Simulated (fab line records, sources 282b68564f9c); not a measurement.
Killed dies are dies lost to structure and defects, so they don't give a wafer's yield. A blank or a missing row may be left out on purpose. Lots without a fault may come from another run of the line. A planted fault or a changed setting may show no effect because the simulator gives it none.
One fault seen from 2 desks | flow rit_cmos | each desk has only its own numbers; what lay behind them comes last

THE TOOL OWNER'S DESK: rie_si-01
The tool's own readings at RIT_GATE_ETCH_19 (etches poly-Si in SF6/CHF3/O2, stops on SiO2, time 165 s, target depth 312.5 nm): means of the sampled wafers that have a number, for each lot that ran on this tool. A lot is out of limits, marked OUT, if its mean lies more than 4 standard deviations from the usual mean; the brackets give that distance.
Columns: A = SF6_flow_sccm at RIT_GATE_ETCH_19, usual 30.00 sccm; B = drypump_motor_current_A at RIT_GATE_ETCH_19, usual 5.6 A; C = oes_product_au at RIT_GATE_ETCH_19, usual 0.852 a.u.; D = throttle_valve_pct at RIT_GATE_ETCH_19, usual 10.22 %
lot  | first seen here | A     | B   | C     | D
L483 | day 4 05:49     | 30.05 | 5.9 | 0.854 | 10.51
L493 | day 6 06:24     | 30.01 | 6.1 | 0.849 | 10.05
This desk's finding: nothing out of limits on any of the 2 lots.

THE METROLOGY DESK
What the gauges read, lot by lot, whatever tool the lot ran on: means of the sampled wafers that have a number. A lot is out of limits, marked OUT, if its mean lies more than 4 standard deviations from the usual mean; the brackets give that distance.
Columns: A = GATE_OXIDE_THK at RIT_GATE_THK_MEAS_07, usual 3.01 nm; B = GATE_POLY_THK at RIT_GATE_THK_MEAS_09, usual 250.9 nm; C = cd_nm at RIT_GATE_CD_MEAS_16, usual 150.6 nm; D = GATE_OVL at RIT_GATE_OVL_MEAS_17, usual -1.9 nm
lot  | first seen here | A    | B     | C     | D
L478 | day 3 00:36     | 2.96 | 248.6 | 152.5 | -1.1
L483 | day 4 02:53     | 3.01 | 253.1 | 149.2 | -2.4
L493 | day 6 03:23     | 3.08 | 254.6 | 154.2 | -1.6
L494 | day 6 08:40     | 3.00 | 252.4 | 155.2 | -1.6
L496 | day 6 18:22     | 3.01 | 248.4 | 150.7 | -2.3
This desk's finding: nothing out of limits on any of the 5 lots.

PUT TOGETHER
The tool owner's desk saw nothing out of limits.
The metrology desk saw nothing out of limits.

WHAT THE SIMULATOR HAD PUT IN
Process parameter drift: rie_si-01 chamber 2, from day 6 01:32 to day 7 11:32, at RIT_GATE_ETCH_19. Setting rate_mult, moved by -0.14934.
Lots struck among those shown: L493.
